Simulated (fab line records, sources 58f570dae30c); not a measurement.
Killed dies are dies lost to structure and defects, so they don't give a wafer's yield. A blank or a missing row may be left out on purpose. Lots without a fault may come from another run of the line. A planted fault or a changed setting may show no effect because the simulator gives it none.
Split-lot experiment | flow berkeley_cmos170 | 5 lots, 23 wafers read, on a route of 331 steps

THE SPLIT
At UCB170_ACTIVE_PEB_11, the setting peb_temp_c was moved away from the recipe's 130 C on 7 of the 23 wafers read, by -1.5% to +2.3%. The other wafers ran this setting at the recipe's value.

FROM THE SPLIT TO THE READING: what the file shows between them, 4 steps
- UCB170_ACTIVE_DEVELOP_12: develop time 45 s
- UCB170_ACTIVE_CD_MEAS_13: target cd 1200 nm
- UCB170_ACTIVE_ETCH_15: etches Si3N4 in CH3F/Ar/O2, stops on SiO2, target depth 242 nm, time 151 s
- UCB170_ACTIVE_STRIP_16: strips in O2

THE READING
cd_nm, in nm, at UCB170_ACTIVE_CD_MEAS_90 (target cd 1200 nm). Fault-free wafers of this fab line usually give 1200.3 nm, standard deviation 1.2 nm.

wafer  | tool, chamber at the split | peb_temp_c as run, C | against the recipe | cd_nm, nm | against lot-mates on the recipe
L074.1 | litho_track-04, 0          | 130                  | recipe             | 1198.9    | -
L074.2 | litho_track-04, 0          | 130                  | recipe             | 1200.1    | -
L074.4 | litho_track-04, 0          | 130                  | recipe             | 1198.4    | -
L074.5 | litho_track-04, 0          | 130                  | recipe             | 1199.1    | -
L074.6 | litho_track-04, 0          | 130                  | recipe             | 1199.7    | -
L075.2 | litho_track-03, 0          | 130                  | recipe             | 1199.6    | -
L075.3 | litho_track-03, 0          | 128.1                | -1.5%              | 1213.0    | +13.5
L075.4 | litho_track-03, 0          | 128.1                | -1.5%              | 1212.3    | +12.8
L075.5 | litho_track-03, 0          | 130                  | recipe             | 1199.5    | -
L075.6 | litho_track-03, 0          | 128.1                | -1.5%              | 1212.0    | +12.5
L077.1 | litho_track-02, 0          | 130                  | recipe             | 1201.7    | -
L077.2 | litho_track-02, 0          | 133                  | +2.3%              | 1183.2    | -18.3
L077.3 | litho_track-02, 0          | 133                  | +2.3%              | 1183.6    | -17.9
L077.4 | litho_track-02, 0          | 130                  | recipe             | 1200.4    | -
L077.6 | litho_track-02, 0          | 130                  | recipe             | 1202.3    | -
L078.1 | litho_track-03, 0          | 130                  | recipe             | 1199.6    | -
L078.2 | litho_track-03, 0          | 132.7                | +2.1%              | 1186.4    | -14.1
L078.3 | litho_track-03, 0          | 130                  | recipe             | 1200.3    | -
L078.4 | litho_track-03, 0          | 132.7                | +2.1%              | 1184.9    | -15.6
L078.6 | litho_track-03, 0          | 130                  | recipe             | 1201.6    | -
L079.2 | litho_track-03, 0          | 130                  | recipe             | 1199.4    | -
L079.4 | litho_track-03, 0          | 130                  | recipe             | 1200.2    | -
L079.5 | litho_track-03, 0          | 130                  | recipe             | 1199.0    | -

THE FIT
A straight line over all 23 wafers: cd_nm changes by -7.49 nm for each +1% of peb_temp_c; r = -0.99; the points scatter about the line by 1.1 nm.
The same after taking each lot's own level away (the mean of its wafers on the recipe; 23 wafers): -7.9 nm for each +1%; r = -0.99; scatter 0.87 nm.
On that fit, the largest move of peb_temp_c shifts the reading by 18 nm.
The lots' own levels span 1199.24 to 1201.47 nm, that is 1.9 times the standard deviation above.
So the lot-to-lot level changes the slope little: the two slopes agree.
Check: with one of the wafers moved furthest among these (+2.3%) left out of the fit, the line predicts -17.8 nm for it against its lot-mates. It came out at -18.3 nm against them.

OTHER SPLITS ON THESE WAFERS
These wafers also went through other splits before the reading. Each is held against what the fit with the lots' levels taken away leaves over:
other split on the same wafers      | wafers away from the commonest value | r with cd_nm (lot level and that fit taken away)
UCB170_START_OXIDATION_02 ox_time_s | 18                                   | -0.25
UCB170_PWELL_OXIDATION_02 temp_c    | 15                                   | +0.22
UCB170_ACTIVE_COAT_08 spin_rpm      | 8                                    | -0.19

THE WHOLE CHAIN: every reading that the file lists as answering this split, in the file's order
step                     | what it does                                                               | reading                                                       | change (the file's fit)              | r (the file's)
UCB170_ACTIVE_CD_MEAS_13 | target cd 1200 nm                                                          | cd_nm                                                         | -7.71 nm for each +1% of the setting | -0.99
UCB170_ACTIVE_ETCH_15    | etches Si3N4 in CH3F/Ar/O2, stops on SiO2, target depth 242 nm, time 151 s | ACTIVE.cd_nm (the simulator's own value, which no gauge read) | -7.71 nm for each +1% of the setting | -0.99
UCB170_ACTIVE_CD_MEAS_90 | target cd 1200 nm                                                          | cd_nm                                                         | -7.76 nm for each +1% of the setting | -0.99

THE FILE'S OWN FIT
cd_nm changes by -7.76 nm for each +1% of peb_temp_c, r = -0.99.
